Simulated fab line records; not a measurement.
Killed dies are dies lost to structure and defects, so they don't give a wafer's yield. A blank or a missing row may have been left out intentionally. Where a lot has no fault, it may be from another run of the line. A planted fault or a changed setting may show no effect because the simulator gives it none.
Split-lot study    flow rit-cmos    23 wafers read across 5 lots, on a route 202 steps long

THE SPLIT
At RIT_M1_SPUTTER_00 (material Al, target thk 400 nm, time 500 s), the setting power-w was moved away from the recipe's 2000 W on 8 of the 23 wafers read, by -11.2% to +5.2%. For the rest of the wafers, this setting stayed at what the recipe calls for.

FROM THE SPLIT TO THE READING: what the file shows between them, 2 steps
- RIT_M1_RS_MEAS_01: measures by four-point-probe
- RIT_M1_THK_MEAS_02: measures by xrf

THE READING
oes-product-au, in a.u., at RIT_M1_METAL_ETCH_12 (etches Al in Cl2/BCl3, stops on SiO2, time 165 s, target depth 600 nm). On this fab line, fault-free wafers typically give 0.781 a.u. with a standard deviation of 0.011 a.u.

wafer   tool, chamber at the split  power-w as run, W  against the recipe  oes-product-au, a.u.  against lot-mates on the recipe
L074.1  pvd-sputter-04, -           2000               recipe              0.776                 -
L074.3  pvd-sputter-04, -           2000               recipe              0.790                 -
L074.4  pvd-sputter-04, -           2000               recipe              0.782                 -
L074.5  pvd-sputter-04, -           2000               recipe              0.787                 -
L074.6  pvd-sputter-04, -           2000               recipe              0.778                 -
L075.1  pvd-sputter-04, -           2000               recipe              0.792                 -
L075.2  pvd-sputter-04, -           1918               -4.1%               0.747                 -0.039
L075.4  pvd-sputter-04, -           2000               recipe              0.793                 -
L075.5  pvd-sputter-04, -           1918               -4.1%               0.770                 -0.016
L075.6  pvd-sputter-04, -           2000               recipe              0.773                 -
L076.3  pvd-sputter-03, -           2000               recipe              0.769                 -
L076.4  pvd-sputter-03, -           2000               recipe              0.802                 -
L076.6  pvd-sputter-03, -           2000               recipe              0.787                 -
L079.1  pvd-sputter-04, -           1777               -11.2%              0.735                 -0.043
L079.2  pvd-sputter-04, -           1777               -11.2%              0.723                 -0.055
L079.3  pvd-sputter-04, -           2000               recipe              0.768                 -
L079.5  pvd-sputter-04, -           1777               -11.2%              0.716                 -0.062
L079.6  pvd-sputter-04, -           2000               recipe              0.787                 -
L081.1  pvd-sputter-01, -           2104               +5.2%               0.797                 +0.017
L081.3  pvd-sputter-01, -           2000               recipe              0.784                 -
L081.4  pvd-sputter-01, -           2000               recipe              0.775                 -
L081.5  pvd-sputter-01, -           2104               +5.2%               0.802                 +0.022
L081.6  pvd-sputter-01, -           2104               +5.2%               0.817                 +0.037

FIT RESULTS
A straight line over all 23 wafers: oes-product-au changes by +0.00506 a.u. for each +1% of power-w; r = +0.92; the points scatter about the line by 0.0098 a.u.
The same after taking each lot's own level away (the mean of its wafers on the recipe; 23 wafers): +0.00489 a.u. for each +1%; r = +0.92; scatter 0.0096 a.u.
On that fit, the largest move of power-w shifts the reading by 0.055 a.u.
Across the lots, their own levels run from 0.7775 to 0.7860 a.u., a range of 0.8 times the standard deviation given above.
Hence the lot-to-lot level has little effect on the slope; both slopes agree.
Check: with one of the wafers moved furthest among these (-11.2%) left out of the fit, the line predicts -0.0593 a.u. for it against its lot-mates. Against them it came out at -0.0425 a.u.

OTHER SPLITS APPLIED TO THESE WAFERS
These wafers also went through other splits before the reading. Each is held against what the fit with the lots' levels taken away leaves over:
other split on the same wafers         wafers away from the commonest value  r with oes-product-au (lot level and that fit taken away)
RIT_PLDD_DEVELOP_05 develop-time-s     9                                     +0.17
RIT_NSD_COAT_01 resist-thk-nm          6                                     +0.07
RIT_PSD_IMPLANT_08 energy-kev          9                                     +0.13
RIT_SDANNEAL_CLEAN_00 time-s           15                                    -0.06
RIT_SILICIDE_SPUTTER_01 time-s         8                                     -0.45
RIT_CONTACT_DEVELOP_07 develop-time-s  6                                     +0.04

THE WHOLE CHAIN: every reading that the file lists as answering this split, in the file's order
step                  what it does                                                           reading                                                                      change (the file's fit)                  r (the file's)
RIT_M1_SPUTTER_00     material Al, target thk 400 nm, time 500 s                             Al_of_M1_SPUTTER_00.thk-nm (the simulator's own value, which no gauge read)  +4.18 nm for each +1% of the setting     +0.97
RIT_M1_RS_MEAS_01     measures by four-point-probe                                           M1_AL_RS                                                                     -0.000834 for each +1% of the setting    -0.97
RIT_M1_THK_MEAS_02    measures by xrf                                                        M1_AL_THK                                                                    +4.24 for each +1% of the setting        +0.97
RIT_M1_METAL_ETCH_12  etches Al in Cl2/BCl3, stops on SiO2, time 165 s, target depth 600 nm  oes-product-au                                                               +0.005 a.u. for each +1% of the setting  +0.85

FILE'S OWN FIT
oes-product-au changes by +0.005 a.u. for each +1% of power-w, r = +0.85.
